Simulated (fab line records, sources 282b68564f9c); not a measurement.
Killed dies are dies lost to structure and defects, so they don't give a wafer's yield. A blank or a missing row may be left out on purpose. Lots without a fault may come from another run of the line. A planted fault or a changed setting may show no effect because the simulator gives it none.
A struck lot beside a sound one | flow rit_cmos | 36 steps out of a route of 202
Sound: wafers L825.1, L825.2, L825.4. Struck: wafers L836.2, L836.5, L836.6. The cause comes at the end.
At each step with rows: each side's tool, then ch and its chambers, then its first start. Under that, the readings that differ: sound wafers | struck wafers | difference of the means | sigmas: that difference in standard deviations of wafers without a fault.
alike: readings whose means differ by less than 2 such deviations, and words and numbers that are the same on both sides. not compared: withheld readings, readings that some wafer has no value for, bounds like >300 that may hide the same value, and numbers for which the record gives no deviation and whose values overlap.
The two part at a step that has a row with sigmas, a row that says differs or no value, or rows on one side only. Numbers that don't overlap but have no deviation are shown without sigmas and don't part them. A reading that every wafer of one side lacks parts them only if that side has two wafers or more.

RIT_SILICIDE_RTA_06: time 10 s, ramp up 5 s, ramp down 10 s.
  sound on rtp_anneal-01 ch 0, day 4 10:39; struck on rtp_anneal-02 ch 0, day 6 16:40
  alike: wafer_temp_C_max
RIT_CONTACT_CVD_00: deposits SiO2 from TEOS, target thk 400 nm, time 61 s.
  sound on pecvd-01 ch 0,2, day 4 10:43; struck on pecvd-03 ch 0,1,2, day 6 16:44
  alike: heater_power_w
RIT_CONTACT_THK_MEAS_01:
  sound on film_metro-04, day 4 10:46; struck on film_metro-03, day 6 16:47
  alike: CONTACT_TEOS_THK
then, 6 steps without rows for these wafers: RIT_CONTACT_HMDS_02 (prime time 60 s); RIT_CONTACT_COAT_03 (resist thk 1000 nm); RIT_CONTACT_SOFTBAKE_04 (time 60 s); RIT_CONTACT_EXPOSE_05 (exposes mask M11, target cd 1000 nm); RIT_CONTACT_PEB_06; RIT_CONTACT_DEVELOP_07 (develop time 120 s).
RIT_CONTACT_CD_MEAS_08: target cd 1000 nm.
  sound on cd_sem-01, day 4 11:47; struck on cd_sem-02, day 6 17:58
  alike: cd_nm
RIT_CONTACT_OVL_MEAS_09:
  sound on overlay-02, day 4 11:55; struck on overlay-01, day 6 18:04
  alike: CONTACT_OVL
then, 1 step without rows for these wafers: RIT_CONTACT_HARDBAKE_10 (time 60 s).
RIT_CONTACT_ETCH_11: etches SiO2 in CHF3/CF4/Ar, stops on TiSi2, target depth 480 nm, time 320 s.
  sound on rie_diel-01 ch 1,2,3, day 4 12:06; struck on rie_diel-01 ch 1,2,3, day 6 18:15
  alike: drypump_motor_current_A, oes_product_au, throttle_valve_pct
  not compared: rf_hours_counter_h
then, 1 step without rows for these wafers: RIT_CONTACT_STRIP_12 (strips in O2, time 180 s).
RIT_CONTACT_CD_MEAS_90: target cd 1000 nm.
  sound on cd_sem-02, day 4 12:28; struck on cd_sem-01, day 6 18:38
  alike: cd_nm
then, 2 steps without rows for these wafers: RIT_CONTACT_CLEAN_13 (cleans in SC1, time 600 s); RIT_CONTACT_CLEAN_14 (cleans in SC2, time 600 s).
RIT_M1_SPUTTER_00: material Al, target thk 400 nm, time 500 s.
  sound on pvd_sputter-04, day 4 12:58; struck on pvd_sputter-03, day 6 19:05
  alike: substrate_temp_c, throttle_valve_pct
RIT_M1_RS_MEAS_01: measures by four-point-probe.
  sound on film_metro-02, day 4 13:16; struck on film_metro-02, day 6 19:24
  alike: M1_AL_RS
RIT_M1_THK_MEAS_02: measures by xrf.
  sound on film_metro-02, day 4 13:23; struck on film_metro-02, day 6 19:31
  alike: M1_AL_THK
then, 6 steps without rows for these wafers: RIT_M1_HMDS_03 (prime time 60 s); RIT_M1_COAT_04 (resist thk 1300 nm); RIT_M1_SOFTBAKE_05 (time 60 s); RIT_M1_EXPOSE_06 (exposes mask M12, target cd 2600 nm); RIT_M1_PEB_07; RIT_M1_DEVELOP_08 (develop time 68 s).
RIT_M1_CD_MEAS_09: target cd 2600 nm.
  sound on cd_sem-01, day 4 14:19; struck on cd_sem-01, day 6 20:28
  reading    | sound                | struck               | difference | sigmas
  cd_nm (nm) | 2600.5 2603.4 2602.3 | 2597.3 2597.6 2597.2 | -4.7       | -2
RIT_M1_OVL_MEAS_10:
  sound on overlay-02, day 4 14:26; struck on overlay-02, day 6 20:34
  alike: M1_OVL
then, 1 step without rows for these wafers: RIT_M1_HARDBAKE_11 (time 120 s).
RIT_M1_METAL_ETCH_12: etches Al in Cl2/BCl3, stops on SiO2, time 165 s, target depth 600 nm.
  sound on rie_metal-01 ch 0,1, day 4 14:47; struck on rie_metal-04 ch 0,1, day 6 20:51
  alike: drypump_motor_current_A, mfc_cl2_sccm, oes_product_au, throttle_valve_pct
  not compared: rf_hours_counter_h
then, 1 step without rows for these wafers: RIT_M1_STRIP_13 (strips in nmp, time 600 s).
RIT_M1_STRIP_14: strips in O2, time 180 s.
  sound on plasma_asher-04 ch 0,1, day 4 15:08; struck on plasma_asher-03 ch 0,1, day 6 21:14
  reading                     | sound       | struck      | difference | sigmas
  drypump_motor_current_A (A) | 5.4 4.9 5.4 | 6.7 6.7 6.4 | +1.4       | +2
  not compared: rf_hours_counter_h
RIT_M1_CD_MEAS_90: target cd 2600 nm.
  sound on cd_sem-02, day 4 15:19; struck on cd_sem-01, day 6 21:26
  reading    | sound                | struck               | difference | sigmas
  cd_nm (nm) | 2601.8 2603.3 2602.6 | 2597.6 2597.5 2596.5 | -5.4       | -2
then, 1 step without rows for these wafers: RIT_M1_ANNEAL_15 (time 1800 s).
RIT_M1_BOW_MEAS_16:
  sound on film_metro-04, day 4 16:56; struck on film_metro-02, day 6 23:34
  alike: M1_BOW
RIT_M1_PROBE_99:
  sound on prober-01, day 4 17:03; struck on prober-02, day 6 23:43
  reading                                          | sound                | struck               | difference | sigmas
  killed_at_M0_to_M3                               | 0 1 0                | 0 0 0                | +0         | -2
  model.etest.poly_comb_over_steps.leak_log10_a_um | -12.59 -12.72 -12.85 | -4.757 -4.736 -5.071 | +7.865     |
  alike: killed_at_front_end, killed_dies, killed_open, killed_short

WHERE THEY PART
First at RIT_M1_CD_MEAS_09; last, within this record, at RIT_M1_PROBE_99.

WHY: what the simulator had put in
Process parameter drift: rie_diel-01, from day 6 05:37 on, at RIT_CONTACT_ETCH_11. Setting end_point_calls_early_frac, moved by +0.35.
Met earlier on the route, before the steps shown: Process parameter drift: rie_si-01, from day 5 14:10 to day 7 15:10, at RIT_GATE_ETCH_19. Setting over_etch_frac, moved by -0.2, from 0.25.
